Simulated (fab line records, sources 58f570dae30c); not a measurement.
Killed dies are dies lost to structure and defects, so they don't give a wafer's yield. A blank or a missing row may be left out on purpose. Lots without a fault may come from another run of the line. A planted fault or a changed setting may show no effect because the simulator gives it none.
Which tool did it? | flow berkeley_cmos170 | 14 lots, 40 wafers sampled, at 3 steps of a route of 331

WHAT THE GAUGES READ, wafer by wafer
UCB170_M2_CD_MEAS_90: target cd 700 nm.
lot  | measured     | on        | cd_nm (nm)
L304 | day 8 07:35  | cd_sem-02 | 705 704 700
L306 | day 9 02:19  | cd_sem-01 | 691 701 692
L305 | day 9 13:29  | cd_sem-02 | 703 701 705
L308 | day 9 11:51  | cd_sem-02 | 702 705 704
L309 | day 9 16:49  | cd_sem-01 | 704 700 706
L311 | day 9 22:49  | cd_sem-01 | 699 700 698
L312 | day 10 06:53 | cd_sem-01 | 700 702 704
L314 | day 10 13:36 | cd_sem-01 | 699 705 700
L315 | day 11 03:47 | cd_sem-02 | 699 705 696
L316 | day 11 03:56 | cd_sem-01 | 706 698 704
L318 | day 12 02:59 | cd_sem-01 | 706
L319 | day 12 03:16 | cd_sem-02 | 699 701 702
L322 | day 12 23:27 | cd_sem-01 | 712 707 705
L326 | day 14 20:32 | cd_sem-01 | 703 706 703

WHICH TOOL RAN EACH LOT (tool, then ch and the chambers of the sampled wafers, then the start)
lot  | UCB170_SACOX_CLEAN_00           | UCB170_M2_ETCH_17
L304 | wet_bench-03 ch 2, day 5 07:46  | rie_diel-04 ch 0,2,3, day 8 07:16
L306 | wet_bench-03 ch 0, day 6 01:26  | rie_diel-04 ch 1,2, day 9 01:57
L305 | wet_bench-03 ch 1, day 6 14:35  | rie_diel-01 ch 0,2, day 9 13:08
L308 | wet_bench-03 ch 2, day 6 14:35  | rie_diel-04 ch 0,3, day 9 11:31
L309 | wet_bench-03 ch 0, day 6 22:20  | rie_diel-04 ch 0,1, day 9 16:29
L311 | wet_bench-03 ch 1, day 6 22:20  | rie_diel-03 ch 0,2, day 9 22:28
L312 | wet_bench-02 ch 1, day 7 03:35  | rie_diel-04 ch 2,3, day 10 06:19
L314 | wet_bench-02 ch 2, day 7 14:53  | rie_diel-04 ch 0,2,3, day 10 13:15
L315 | wet_bench-03 ch 3, day 8 01:43  | rie_diel-01 ch 0,2,3, day 11 03:25
L316 | wet_bench-03 ch 3, day 8 01:43  | rie_diel-03 ch 0,1, day 11 03:35
L318 | wet_bench-03 ch 2, day 8 21:27  | rie_diel-03 ch 3, day 12 02:38
L319 | wet_bench-03 ch 1, day 8 21:27  | rie_diel-01 ch 0,1,3, day 12 02:55
L322 | wet_bench-04 ch 0, day 9 08:43  | rie_diel-01 ch 0,2,3, day 12 23:07
L326 | wet_bench-02 ch 2, day 11 02:02 | rie_diel-04 ch 0,3, day 14 20:13
- UCB170_SACOX_CLEAN_00: cleans in dHF, time 7.5 s.
- UCB170_M2_ETCH_17: etches BARC in N2/H2.

WHAT THE TOOLS THEMSELVES READ (means of the sampled wafers that have a number; where no wafer has one, the mark that the record gives instead)
UCB170_M2_ETCH_17.
lot  | tool        | bias_w (W) | drypump_motor_current_A (A) | h2_flow_sccm (sccm) | oes_product_au (a.u.) | throttle_valve_pct (%)
L304 | rie_diel-04 | 100.04     | 5.78                        | 199.8               | 1.017                 | 13.27
L306 | rie_diel-04 | 100.02     | 5.90                        | 200.0               | 0.999                 | 13.25
L305 | rie_diel-01 | 100.04     | 5.72                        | 199.2               | 1.013                 | 13.31
L308 | rie_diel-04 | 100.23     | 5.68                        | 199.7               | 1.012                 | 13.29
L309 | rie_diel-04 | 99.98      | 5.80                        | 199.7               | 0.972                 | 13.10
L311 | rie_diel-03 | 100.03     | 5.63                        | 200.8               | 1.006                 | 13.27
L312 | rie_diel-04 | 99.95      | 5.80                        | 200.1               | 1.021                 | 13.43
L314 | rie_diel-04 | 100.21     | 5.79                        | 200.4               | 1.015                 | 13.27
L315 | rie_diel-01 | 99.64      | 5.88                        | 200.3               | 1.014                 | 13.19
L316 | rie_diel-03 | 100.19     | 5.62                        | 200.3               | 0.999                 | 13.35
L318 | rie_diel-03 | 100.29     | 5.76                        | 199.6               | 1.000                 | 13.56
L319 | rie_diel-01 | 100.05     | 5.94                        | 200.0               | 1.029                 | 13.20
L322 | rie_diel-01 | 99.87      | 5.85                        | 200.4               | 1.009                 | 13.20
L326 | rie_diel-04 | 100.04     | 5.69                        | 199.7               | 0.997                 | 13.13

THE ANSWER, worked out from the rows above alone
Rule: what is usual is taken from the lots themselves. Put in order of their means at a reading, lots are off if they are a third of the lots or fewer, leave a main group of 4 or more, and stand apart from it by a gap of 3 or more times the standard deviation of the main group's means; of several such gaps the widest counts. A main group whose means are all the same, to the digits that the tables above print for the reading, isn't used. A lot without any number at a reading at which 4 lots or more have one is off too. The other lots that the step has rows for count as sound. The gauges are gone through in route order, then the tools' own readings, and for those a lot's mean is taken as printed above. The first step at which some lot is off is used, and at that step the reading that is off furthest; a lot without a number counts as furthest.
No lot is off at any reading shown: from this, nothing can be told.

WHAT THE SIMULATOR HAD PUT IN
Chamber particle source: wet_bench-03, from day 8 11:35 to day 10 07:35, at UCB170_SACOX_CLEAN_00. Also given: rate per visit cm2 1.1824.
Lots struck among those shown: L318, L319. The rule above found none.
